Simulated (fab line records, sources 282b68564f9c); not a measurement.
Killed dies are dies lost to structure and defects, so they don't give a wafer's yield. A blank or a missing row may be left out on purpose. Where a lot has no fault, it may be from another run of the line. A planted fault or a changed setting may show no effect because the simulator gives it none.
fab line records ; flow rit_cmos
[record] lots = 5; wafers = 23
route steps=202 shown ACTIVE@7 FOX2@23 NWELL@36 PWELL@40 WELLDRIVE@50 PRETRO@72 GATE@75
start_h: hours from the record's first day to the start of the lot's first wafer shown ; wait_h: time in hours since the lot's previous step ; " as in the row above ; L1.1+2: one row covering several wafers at once ; - value missing, or start not given ; * or withheld: withheld ; < > ~ a bound
route shown NAME@n: NAME is a module with steps in the file, n the number in the route of the first one ; usual: mean/standard deviation of fault-free wafers ; same: alike in all rows ; chamber/n: place in a boat ; sites: per-site readings ; _std_site: the standard deviation of these ; _edge_site: the outer-site mean with the inner-site mean subtracted ; radius_mm: for every site, how far away it sits from the centre of the wafer ; mask NAME#n: copy n ; behind: tool/chamber where the wafer was last shaped ; hold: why the lot went on hold/how many hours it stayed there/how the hold came to an end ; device: whichever transistor did not switch (one of n, p or np) ; end of line: the same wafers' tests at the end of the route ; where a step has no rows: the recipe by itself ; killed: dies lost to structure and defects at the first sort, not the wafer's yield ; map: a wafer's dies, x killed, . not, _ none there
set.NAME: the setting the step ran with; set.NAME@STEP: the setting that earlier step ran with ; model.NAME: the simulator's own value behind a step, which no gauge read
one table per step and one row per wafer, for lots whose settings were changed on purpose
[[steps]]
[step RIT_ACTIVE_COAT_06]
[recipe] resist = NOVOLAK; spin_rpm = 3250; resist_thk_nm = 1000
lot.wafer;tool;chamber;start_h;wait_h;set.resist_thk_nm;model.NOVOLAK_of_ACTIVE_COAT_06.thk_nm
L075.1+5;litho_track-04;0;18.74;0.1;1000;1004
L075.2;litho_track-04;0;18.74;0.1;976.9;979.2
L075.4;litho_track-04;0;18.74;0.1;976.9;981.6
L075.6;litho_track-04;0;18.74;0.1;1000;1005
L076.2;litho_track-03;0;23.94;0.1;1000;1004
L076.3;litho_track-03;0;23.94;0.1;1000;1006
L076.4+5;litho_track-03;0;23.94;0.1;1022;1025
L076.6;litho_track-03;0;23.94;0.1;1022;1030
L080.1;litho_track-04;0;45.57;0.1;1000;998
L080.2;litho_track-04;0;45.57;0.1;1000;996
L080.3;litho_track-04;0;45.57;0.1;969.8;967.3
L080.4;litho_track-04;0;45.57;0.1;969.8;965.7
L080.5;litho_track-04;0;45.57;0.1;1000;996.3
L082.1;litho_track-04;0;57.36;0.1;1000;993.6
L082.3;litho_track-04;0;57.36;0.1;1000;996.1
L082.6;litho_track-04;0;57.36;0.1;1000;994.8
L084.1;litho_track-04;0;67.97;0.1;1000;1002
L084.2;litho_track-04;0;67.97;0.1;1043;1045
L084.3;litho_track-04;0;67.97;0.1;1043;1044
L084.5;litho_track-04;0;67.97;0.1;1000;1001
L084.6;litho_track-04;0;67.97;0.1;1000;1003
[step RIT_FOX2_OXIDATION_00]
[recipe] temp_c = 1100; ambient = H2O; target_thk_a = 3507; p_h2o_torr = 720; ox_time_s = 1130
lot.wafer;tool;chamber;start_h;wait_h;set.temp_c;model.SiO2_of_FOX2_OXIDATION_00.thk_nm
L075.1;-;-;-;0.0;1130;392.7
L075.2;-;-;-;0.0;1130;393.3
L075.4;-;-;-;0.0;1130;394.4
L075.5;-;-;-;0.0;1130;396.1
L075.6;-;-;-;0.0;1130;396.2
L076.2;-;-;-;0.0;1100;351.4
L076.3;-;-;-;0.0;1100;356.4
L076.4;-;-;-;0.0;1100;354.8
L076.5;-;-;-;0.0;1100;354.2
L076.6;-;-;-;0.0;1100;356.1
L080.1;-;-;-;5.0;1109;357.2
L080.2;-;-;-;5.0;1109;356.1
L080.3;-;-;-;5.0;1109;360.5
L080.4;-;-;-;5.0;1109;357.9
L080.5;-;-;-;5.0;1109;360.2
L082.1;furnace-01;0;70.24;7.0;1100;342.3
L082.3;furnace-01;0;70.24;7.0;1100;342.5
L082.6;furnace-01;0;70.24;7.0;1100;341
L084.1;-;-;-;4.5;1125;395.1
L084.2;-;-;-;4.5;1125;388.9
L084.3;-;-;-;4.5;1125;393.1
L084.5;-;-;-;4.5;1125;392.4
L084.6;-;-;-;4.5;1125;386
[step RIT_FOX2_THK_MEAS_01]
[recipe] reads = SiO2_of_FOX2_OXIDATION_00
[usual] FOX2_OXIDE_THK = 348/5.7
lot.wafer;tool;chamber;start_h;wait_h;set.temp_c@FOX2_OXIDATION_00;FOX2_OXIDE_THK[nm]
L075.1;film_metro-03;-;-;-;1130;393
L075.2;film_metro-03;-;-;-;1130;393
L075.4;film_metro-03;-;-;-;1130;395
L075.5;film_metro-03;-;-;-;1130;396
L075.6;film_metro-03;-;-;-;1130;396
L076.2;film_metro-03;-;-;-;1100;351
L076.3;film_metro-03;-;-;-;1100;356
L076.4;film_metro-03;-;-;-;1100;355
L076.5;film_metro-03;-;-;-;1100;354
L076.6;film_metro-03;-;-;-;1100;356
L080.1;film_metro-04;-;-;-;1109;357
L080.2;film_metro-04;-;-;-;1109;356
L080.3;film_metro-04;-;-;-;1109;360
L080.4;film_metro-04;-;-;-;1109;358
L080.5;film_metro-04;-;-;-;1109;360
L082.1;film_metro-03;-;71.55;0.0;1100;342
L082.3;film_metro-03;-;71.55;0.0;1100;343
L082.6;film_metro-03;-;71.55;0.0;1100;341
L084.1;film_metro-02;-;-;-;1125;395
L084.2;film_metro-02;-;-;-;1125;389
L084.3;film_metro-02;-;-;-;1125;393
L084.5;film_metro-02;-;-;-;1125;392
L084.6;film_metro-02;-;-;-;1125;386
[step RIT_FOX2_CLEAN_02]
[recipe] chemistry = dHF; dilution = 50:1; time_s = 180
[step RIT_FOX2_WET_ETCH_03]
[recipe] chemistry = H3PO4; target = Si3N4; target_depth_nm = 195; temp_c = 165; time_s = 2700
lot.wafer;tool;chamber;start_h;wait_h;set.temp_c@FOX2_OXIDATION_00;model.SiO2_of_FOX2_OXIDATION_00.thk_nm
L075.1;wet_bench-02;2;23.80;0.0;1130;365.7
L075.2;wet_bench-02;2;23.80;0.0;1130;366.2
L075.4;wet_bench-02;2;23.80;0.0;1130;367.3
L075.5;wet_bench-02;2;23.80;0.0;1130;369
L075.6;wet_bench-02;2;23.80;0.0;1130;368.9
L076.2;wet_bench-04;0;29.81;0.1;1100;324.2
L076.3;wet_bench-04;0;29.81;0.1;1100;329.1
L076.4;wet_bench-04;0;29.81;0.1;1100;327.5
L076.5;wet_bench-04;0;29.81;0.1;1100;327
L076.6;wet_bench-04;0;29.81;0.1;1100;328.9
L080.1;wet_bench-04;3;60.32;0.0;1109;330
L080.2;wet_bench-04;3;60.32;0.0;1109;328.9
L080.3;wet_bench-04;3;60.32;0.0;1109;333.4
L080.4;wet_bench-04;3;60.32;0.0;1109;330.7
L080.5;wet_bench-04;3;60.32;0.0;1109;333
L082.1;wet_bench-02;3;71.67;0.0;1100;314.7
L082.3;wet_bench-02;3;71.67;0.0;1100;314.9
L082.6;wet_bench-02;3;71.67;0.0;1100;313.3
L084.1;wet_bench-02;0;86.00;0.0;1125;367.6
L084.2;wet_bench-02;0;86.00;0.0;1125;361.5
L084.3;wet_bench-02;0;86.00;0.0;1125;365.6
L084.5;wet_bench-02;0;86.00;0.0;1125;364.9
L084.6;wet_bench-02;0;86.00;0.0;1125;358.5
[step RIT_FOX2_THK_MEAS_90]
[recipe] reads = SiO2_of_FOX2_OXIDATION_00
[usual] FIELD_OXIDE_LEFT_1_THK = 320/5.8
lot.wafer;tool;chamber;start_h;wait_h;set.temp_c@FOX2_OXIDATION_00;FIELD_OXIDE_LEFT_1_THK[nm]
L075.1;film_metro-04;-;26.83;0.0;1130;366
L075.2;film_metro-04;-;26.83;0.0;1130;367
L075.4;film_metro-04;-;26.83;0.0;1130;367
L075.5;film_metro-04;-;26.83;0.0;1130;369
L075.6;film_metro-04;-;26.83;0.0;1130;369
L076.2;film_metro-02;-;30.72;0.0;1100;324
L076.3;film_metro-02;-;30.72;0.0;1100;329
L076.4;film_metro-02;-;30.72;0.0;1100;328
L076.5;film_metro-02;-;30.72;0.0;1100;327
L076.6;film_metro-02;-;30.72;0.0;1100;329
L080.1;film_metro-03;-;61.15;0.0;1109;330
L080.2;film_metro-03;-;61.15;0.0;1109;329
L080.3;film_metro-03;-;61.15;0.0;1109;333
L080.4;film_metro-03;-;61.15;0.0;1109;331
L080.5;film_metro-03;-;61.15;0.0;1109;333
L082.1;film_metro-02;-;72.43;0.0;1100;315
L082.3;film_metro-02;-;72.43;0.0;1100;315
L082.6;film_metro-02;-;72.43;0.0;1100;313
L084.1;film_metro-02;-;86.76;0.0;1125;368
L084.2;film_metro-02;-;86.76;0.0;1125;361
L084.3;film_metro-02;-;86.76;0.0;1125;365
L084.5;film_metro-02;-;86.76;0.0;1125;365
L084.6;film_metro-02;-;86.76;0.0;1125;359
[step RIT_NWELL_IMPLANT_08]
[recipe] species = P; energy_kev = 170; dose_cm2 = 5e+13; tilt_deg = 7
lot.wafer;tool;chamber;start_h;wait_h;set.dose_cm2
L075.1+6;implanter-01;0;28.21;0.2;5.172e+13
L075.2+4+5;implanter-01;0;28.21;0.2;5e+13
L076.2+3+5;implanter-02;0;32.19;0.2;4.67e+13
L076.4+6;implanter-02;0;32.19;0.2;5e+13
L080.1+4;implanter-01;0;62.37;0.2;5.274e+13
L080.2+3+5;implanter-01;0;62.37;0.2;5e+13
L082.1+3+6;implanter-02;0;73.65;0.2;5e+13
L084.1+2+3;implanter-01;0;88.35;0.2;4.831e+13
L084.5+6;implanter-01;0;88.35;0.2;5e+13
[step RIT_NWELL_STRIP_09]
[recipe] chemistry = O2; time_s = 180; resist = NOVOLAK; platen_temp_c = withheld; power_w = 500; pressure_mtorr = 4000; o2_flow_sccm = 4000
[step RIT_NWELL_TW_MEAS_10]
[usual] NWELL_TW = 2145/14
lot.wafer;tool;chamber;start_h;wait_h;set.dose_cm2@NWELL_IMPLANT_08;NWELL_TW
L075.1;film_metro-03;-;28.54;0.1;5.172e+13;2172
L075.2;film_metro-03;-;28.54;0.1;5e+13;2156
L075.4;film_metro-03;-;28.54;0.1;5e+13;2162
L075.5;film_metro-03;-;28.54;0.1;5e+13;2148
L075.6;film_metro-03;-;28.54;0.1;5.172e+13;2185
L076.2;film_metro-02;-;32.50;0.1;4.67e+13;2104
L076.3;film_metro-02;-;32.50;0.1;4.67e+13;2097
L076.4;film_metro-02;-;32.50;0.1;5e+13;2146
L076.5;film_metro-02;-;32.50;0.1;4.67e+13;2084
L076.6;film_metro-02;-;32.50;0.1;5e+13;2146
L080.1;film_metro-02;-;62.70;0.1;5.274e+13;2186
L080.2;film_metro-02;-;62.70;0.1;5e+13;2152
L080.3;film_metro-02;-;62.70;0.1;5e+13;2145
L080.4;film_metro-02;-;62.70;0.1;5.274e+13;2173
L080.5;film_metro-02;-;62.70;0.1;5e+13;2140
L082.1;film_metro-03;-;73.98;0.1;5e+13;2154
L082.3;film_metro-03;-;73.98;0.1;5e+13;2161
L082.6;film_metro-03;-;73.98;0.1;5e+13;2151
L084.1;film_metro-01;-;88.68;0.1;4.831e+13;2101
L084.2;film_metro-01;-;88.68;0.1;4.831e+13;2110
L084.3;film_metro-01;-;88.68;0.1;4.831e+13;2106
L084.5;film_metro-01;-;88.68;0.1;5e+13;2115
L084.6;film_metro-01;-;88.68;0.1;5e+13;2118
[step RIT_PWELL_COAT_01]
[recipe] resist = NOVOLAK; spin_rpm = 2000; resist_thk_nm = 1300
lot.wafer;tool;chamber;start_h;wait_h;set.spin_rpm;model.NOVOLAK_of_PWELL_COAT_01.thk_nm
L075.1;litho_track-03;0;28.75;0.1;2000;1310
L075.2;litho_track-03;0;28.75;0.1;2000;1307
L075.4;litho_track-03;0;28.75;0.1;2000;1306
L075.5;litho_track-03;0;28.75;0.1;1883;1346
L075.6;litho_track-03;0;28.75;0.1;1883;1352
L076.2;litho_track-02;0;32.73;0.1;2000;1297
L076.3;litho_track-02;0;32.73;0.1;2000;1299
L076.4;litho_track-02;0;32.73;0.1;1949;1317
L076.5;litho_track-02;0;32.73;0.1;1949;1313
L076.6;litho_track-02;0;32.73;0.1;2000;1295
L080.1;litho_track-03;0;62.91;0.1;2088;1271
L080.2;litho_track-03;0;62.91;0.1;2000;1302
L080.3;litho_track-03;0;62.91;0.1;2000;1304
L080.4;litho_track-03;0;62.91;0.1;2088;1270
L080.5;litho_track-03;0;62.91;0.1;2088;1275
L082.1;litho_track-02;0;74.19;0.1;2000;1296
L082.3;litho_track-02;0;74.19;0.1;2000;1298
L082.6;litho_track-02;0;74.19;0.1;2000;1299
L084.1;litho_track-01;0;88.89;0.1;1921;1335
L084.2;litho_track-01;0;88.89;0.1;2000;1306
L084.3;litho_track-01;0;88.89;0.1;1921;1338
L084.5;litho_track-01;0;88.89;0.1;2000;1308
L084.6;litho_track-01;0;88.89;0.1;1921;1334
[step RIT_PWELL_SOFTBAKE_02]
[recipe] resist = NOVOLAK; temp_c = 90; time_s = 57.01
[step RIT_PWELL_EXPOSE_03]
[recipe] mask_id = M3; na = 0.57; target_cd_nm = 43700; dose_mj = 250
[step RIT_PWELL_DEVELOP_05]
[recipe] resist = NOVOLAK; develop_time_s = 68; dev_temp_c = 23
[step RIT_PWELL_HARDBAKE_07]
[recipe] resist = NOVOLAK; temp_c = 140; time_s = 120
lot.wafer;tool;chamber;start_h;wait_h;set.spin_rpm@PWELL_COAT_01;model.NOVOLAK_of_PWELL_COAT_01.thk_nm
L075.1;litho_track-03;0;29.55;0.0;2000;1145
L075.2;litho_track-03;0;29.55;0.0;2000;1143
L075.4;litho_track-03;0;29.55;0.0;2000;1142
L075.5;litho_track-03;0;29.55;0.0;1883;1177
L075.6;litho_track-03;0;29.55;0.0;1883;1181
L076.2;litho_track-01;0;33.51;0.1;2000;1134
L076.3;litho_track-01;0;33.51;0.1;2000;1136
L076.4;litho_track-01;0;33.51;0.1;1949;1151
L076.5;litho_track-01;0;33.51;0.1;1949;1148
L076.6;litho_track-01;0;33.51;0.1;2000;1132
L080.1;litho_track-02;0;63.80;0.0;2088;1112
L080.2;litho_track-02;0;63.80;0.0;2000;1138
L080.3;litho_track-02;0;63.80;0.0;2000;1140
L080.4;litho_track-02;0;63.80;0.0;2088;1111
L080.5;litho_track-02;0;63.80;0.0;2088;1115
L082.1;litho_track-02;0;75.08;0.0;2000;1134
L082.3;litho_track-02;0;75.08;0.0;2000;1135
L082.6;litho_track-02;0;75.08;0.0;2000;1136
L084.1;litho_track-03;0;89.85;0.0;1921;1167
L084.2;litho_track-03;0;89.85;0.0;2000;1142
L084.3;litho_track-03;0;89.85;0.0;1921;1169
L084.5;litho_track-03;0;89.85;0.0;2000;1144
L084.6;litho_track-03;0;89.85;0.0;1921;1166
[step RIT_PWELL_IMPLANT_08]
[recipe] species = B; energy_kev = 170; dose_cm2 = 6.895e+13; tilt_deg = 7
[step RIT_PWELL_STRIP_09]
[recipe] chemistry = O2; time_s = 180; resist = NOVOLAK; platen_temp_c = withheld; power_w = 500; pressure_mtorr = 4000; o2_flow_sccm = 4000
[step RIT_WELLDRIVE_ANNEAL_00]
[recipe] temp_c = 1100; time_s = 14700; ambient = N2
[step RIT_WELLDRIVE_RS_MEAS_01]
[recipe] thk_meas_gauge = four-point-probe
[usual] NWELL_RS = 275.4/0.77
lot.wafer;tool;chamber;start_h;wait_h;set.dose_cm2@NWELL_IMPLANT_08;NWELL_RS[ohm/sq]
L075.1;film_metro-03;-;37.14;0.0;5.172e+13;270.6
L075.2;film_metro-03;-;37.14;0.0;5e+13;276.8
L075.4;film_metro-03;-;37.14;0.0;5e+13;275.2
L075.5;film_metro-03;-;37.14;0.0;5e+13;276.2
L075.6;film_metro-03;-;37.14;0.0;5.172e+13;270.3
L076.2;film_metro-01;-;42.42;0.0;4.67e+13;287.4
L076.3;film_metro-01;-;42.42;0.0;4.67e+13;288.1
L076.4;film_metro-01;-;42.42;0.0;5e+13;275.8
L076.5;film_metro-01;-;42.42;0.0;4.67e+13;288.3
L076.6;film_metro-01;-;42.42;0.0;5e+13;275.7
L080.1;film_metro-02;-;76.63;0.0;5.274e+13;266.0
L080.2;film_metro-02;-;76.63;0.0;5e+13;274.4
L080.3;film_metro-02;-;76.63;0.0;5e+13;274.9
L080.4;film_metro-02;-;76.63;0.0;5.274e+13;266.6
L080.5;film_metro-02;-;76.63;0.0;5e+13;274.5
L082.1;film_metro-03;-;88.84;0.0;5e+13;275.8
L082.3;film_metro-03;-;88.84;0.0;5e+13;275.8
L082.6;film_metro-03;-;88.84;0.0;5e+13;275.7
L084.1;film_metro-01;-;98.32;0.0;4.831e+13;280.9
L084.2;film_metro-01;-;98.32;0.0;4.831e+13;280.4
L084.3;film_metro-01;-;98.32;0.0;4.831e+13;281.8
L084.5;film_metro-01;-;98.32;0.0;5e+13;276.0
L084.6;film_metro-01;-;98.32;0.0;5e+13;275.6
[step RIT_PRETRO_IMPLANT_08]
[recipe] species = B; energy_kev = 45; dose_cm2 = 1.2e+13; tilt_deg = 7
lot.wafer;tool;chamber;start_h;wait_h;set.dose_cm2
L075.1+2+4+5+6;implanter-03;0;40.22;0.2;1.2e+13
L076.2+3;implanter-03;0;45.74;0.2;1.2e+13
L076.4+5+6;implanter-03;0;45.74;0.2;1.155e+13
L080.1+3+5;implanter-02;0;79.71;0.2;1.259e+13
L080.2+4;implanter-02;0;79.71;0.2;1.2e+13
L082.1+3+6;implanter-03;0;92.06;0.2;1.2e+13
L084.1+2+6;implanter-03;0;102.30;0.2;1.154e+13
L084.3+5;implanter-03;0;102.30;0.2;1.2e+13
[step RIT_PRETRO_STRIP_09]
[recipe] chemistry = O2; time_s = 180; resist = NOVOLAK; platen_temp_c = withheld; power_w = 500; pressure_mtorr = 4000; o2_flow_sccm = 4000
[step RIT_PRETRO_TW_MEAS_10]
[usual] PRETRO_TW = 475/3.5
lot.wafer;tool;chamber;start_h;wait_h;set.dose_cm2@PRETRO_IMPLANT_08;PRETRO_TW
L075.1;film_metro-03;-;40.54;0.1;1.2e+13;481
L075.2;film_metro-03;-;40.54;0.1;1.2e+13;476
L075.4;film_metro-03;-;40.54;0.1;1.2e+13;480
L075.5;film_metro-03;-;40.54;0.1;1.2e+13;481
L075.6;film_metro-03;-;40.54;0.1;1.2e+13;476
L076.2;film_metro-01;-;46.05;0.1;1.2e+13;468
L076.3;film_metro-01;-;46.05;0.1;1.2e+13;469
L076.4;film_metro-01;-;46.05;0.1;1.155e+13;462
L076.5;film_metro-01;-;46.05;0.1;1.155e+13;460
L076.6;film_metro-01;-;46.05;0.1;1.155e+13;463
L080.1;film_metro-01;-;80.04;0.1;1.259e+13;477
L080.2;film_metro-01;-;80.04;0.1;1.2e+13;470
L080.3;film_metro-01;-;80.04;0.1;1.259e+13;475
L080.4;film_metro-01;-;80.04;0.1;1.2e+13;469
L080.5;film_metro-01;-;80.04;0.1;1.259e+13;479
L082.1;film_metro-01;-;92.38;0.1;1.2e+13;473
L082.3;film_metro-01;-;92.38;0.1;1.2e+13;469
L082.6;film_metro-01;-;92.38;0.1;1.2e+13;473
L084.1;film_metro-03;-;102.62;0.1;1.154e+13;472
L084.2;film_metro-03;-;102.62;0.1;1.154e+13;474
L084.3;film_metro-03;-;102.62;0.1;1.2e+13;477
L084.5;film_metro-03;-;102.62;0.1;1.2e+13;479
L084.6;film_metro-03;-;102.62;0.1;1.154e+13;472
[step RIT_GATE_WET_ETCH_00]
[recipe] chemistry = BOE; target = SiO2; target_depth_nm = 56; time_s = 60; dry = n2_spin; dilution = 10:1; temp_c = 21.5
[step RIT_GATE_CLEAN_01]
[recipe] chemistry = SC1; mix = 3:3:50; time_s = 600; temp_c = 75
[step RIT_GATE_CLEAN_03]
[recipe] chemistry = SC2; mix = 3:3:50; time_s = 600; temp_c = 75; dry = n2_spin
[step RIT_GATE_CLEAN_04]
[recipe] chemistry = dHF; dilution = 50:1; time_s = 60; dry = n2_spin
[step RIT_FOX2_THK_MEAS_91]
[recipe] reads = SiO2_of_FOX2_OXIDATION_00
[usual] FIELD_OXIDE_LEFT_2_THK = 252/5.9
lot.wafer;tool;chamber;start_h;wait_h;set.temp_c@FOX2_OXIDATION_00;FIELD_OXIDE_LEFT_2_THK[nm]
L075.1;film_metro-04;-;41.02;0.0;1130;297
L075.2;film_metro-04;-;41.02;0.0;1130;297
L075.4;film_metro-04;-;41.02;0.0;1130;299
L075.5;film_metro-04;-;41.02;0.0;1130;301
L075.6;film_metro-04;-;41.02;0.0;1130;300
L076.2;film_metro-03;-;46.54;0.0;1100;257
L076.3;film_metro-03;-;46.54;0.0;1100;261
L076.4;film_metro-03;-;46.54;0.0;1100;260
L076.5;film_metro-03;-;46.54;0.0;1100;259
L076.6;film_metro-03;-;46.54;0.0;1100;261
L080.1;film_metro-02;-;80.53;0.0;1109;262
L080.2;film_metro-02;-;80.53;0.0;1109;261
L080.3;film_metro-02;-;80.53;0.0;1109;265
L080.4;film_metro-02;-;80.53;0.0;1109;262
L080.5;film_metro-02;-;80.53;0.0;1109;265
L082.1;film_metro-02;-;92.86;0.0;1100;246
L082.3;film_metro-02;-;92.86;0.0;1100;246
L082.6;film_metro-02;-;92.86;0.0;1100;245
L084.1;film_metro-03;-;103.14;0.0;1125;299
L084.2;film_metro-03;-;103.14;0.0;1125;294
L084.3;film_metro-03;-;103.14;0.0;1125;298
L084.5;film_metro-03;-;103.14;0.0;1125;297
L084.6;film_metro-03;-;103.14;0.0;1125;291
[step RIT_GATE_COAT_11]
[recipe] resist = NOVOLAK; spin_rpm = 4250; resist_thk_nm = 850
lot.wafer;tool;chamber;start_h;wait_h;set.spin_rpm;model.NOVOLAK_of_GATE_COAT_11.thk_nm
L075.1;litho_track-01;0;49.89;0.1;4250;853.9
L075.2;litho_track-01;0;49.89;0.1;4250;854.3
L075.4;litho_track-01;0;49.89;0.1;4250;853
L075.5;litho_track-01;0;49.89;0.1;4250;851.9
L075.6;litho_track-01;0;49.89;0.1;4250;851.5
L076.2;litho_track-01;0;60.46;0.1;4401;835
L076.3;litho_track-01;0;60.46;0.1;4250;849.6
L076.4;litho_track-01;0;60.46;0.1;4401;835.2
L076.5;litho_track-01;0;60.46;0.1;4401;834.5
L076.6;litho_track-01;0;60.46;0.1;4250;846.4
L080.1;litho_track-01;0;91.26;0.1;4077;871
L080.2;litho_track-01;0;91.26;0.1;4077;867.7
L080.3;litho_track-01;0;91.26;0.1;4250;850.9
L080.4;litho_track-01;0;91.26;0.1;4077;869.3
L080.5;litho_track-01;0;91.26;0.1;4250;852.1
L082.1;litho_track-04;0;102.22;0.1;4250;852.6
L082.3;litho_track-04;0;102.22;0.1;4250;851.1
L082.6;litho_track-04;0;102.22;0.1;4250;851.4
L084.1;litho_track-04;0;110.75;0.1;4402;837.8
L084.2;litho_track-04;0;110.75;0.1;4250;849.6
L084.3;litho_track-04;0;110.75;0.1;4402;834.7
L084.5;litho_track-04;0;110.75;0.1;4250;851.8
L084.6;litho_track-04;0;110.75;0.1;4402;837.2
[[key]]
[split] step = RIT_ACTIVE_COAT_06; setting = resist_thk_nm; stated = 1000; by = wafer
[response] step = RIT_ACTIVE_COAT_06; reading = model.NOVOLAK_of_ACTIVE_COAT_06.thk_nm; change = +10; per = 1%; r = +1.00
[split] step = RIT_FOX2_OXIDATION_00; setting = temp_c; stated = 1100; by = lot
[response] step = RIT_FOX2_OXIDATION_00; reading = model.SiO2_of_FOX2_OXIDATION_00.thk_nm; change = +17.4; per = 1%; r = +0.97
[response] step = RIT_FOX2_THK_MEAS_01; reading = FOX2_OXIDE_THK; change = +17.5; per = 1%; r = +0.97
[response] step = RIT_FOX2_WET_ETCH_03; reading = model.SiO2_of_FOX2_OXIDATION_00.thk_nm; change = +17.5; per = 1%; r = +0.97
[response] step = RIT_FOX2_THK_MEAS_90; reading = FIELD_OXIDE_LEFT_1_THK; change = +17.5; per = 1%; r = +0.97
[response] step = RIT_FOX2_THK_MEAS_91; reading = FIELD_OXIDE_LEFT_2_THK; change = +17.3; per = 1%; r = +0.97
[split] step = RIT_NWELL_IMPLANT_08; setting = dose_cm2; stated = 5e+13; by = wafer
[response] step = RIT_NWELL_TW_MEAS_10; reading = NWELL_TW; change = +6.59; per = 1%; r = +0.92
[response] step = RIT_WELLDRIVE_RS_MEAS_01; reading = NWELL_RS; change = -1.68; per = 1%; r = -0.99
[split] step = RIT_PWELL_COAT_01; setting = spin_rpm; stated = 2000; by = wafer
[response] step = RIT_PWELL_COAT_01; reading = model.NOVOLAK_of_PWELL_COAT_01.thk_nm; change = -7.1; per = 1%; r = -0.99
[response] step = RIT_PWELL_HARDBAKE_07; reading = model.NOVOLAK_of_PWELL_COAT_01.thk_nm; change = -6.11; per = 1%; r = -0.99
[split] step = RIT_PRETRO_IMPLANT_08; setting = dose_cm2; stated = 1.2e+13; by = wafer
[response] step = RIT_PRETRO_TW_MEAS_10; reading = PRETRO_TW; change = +1.54; per = 1%; r = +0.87
[split] step = RIT_GATE_COAT_11; setting = spin_rpm; stated = 4250; by = wafer
[response] step = RIT_GATE_COAT_11; reading = model.NOVOLAK_of_GATE_COAT_11.thk_nm; change = -4.04; per = 1%; r = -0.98
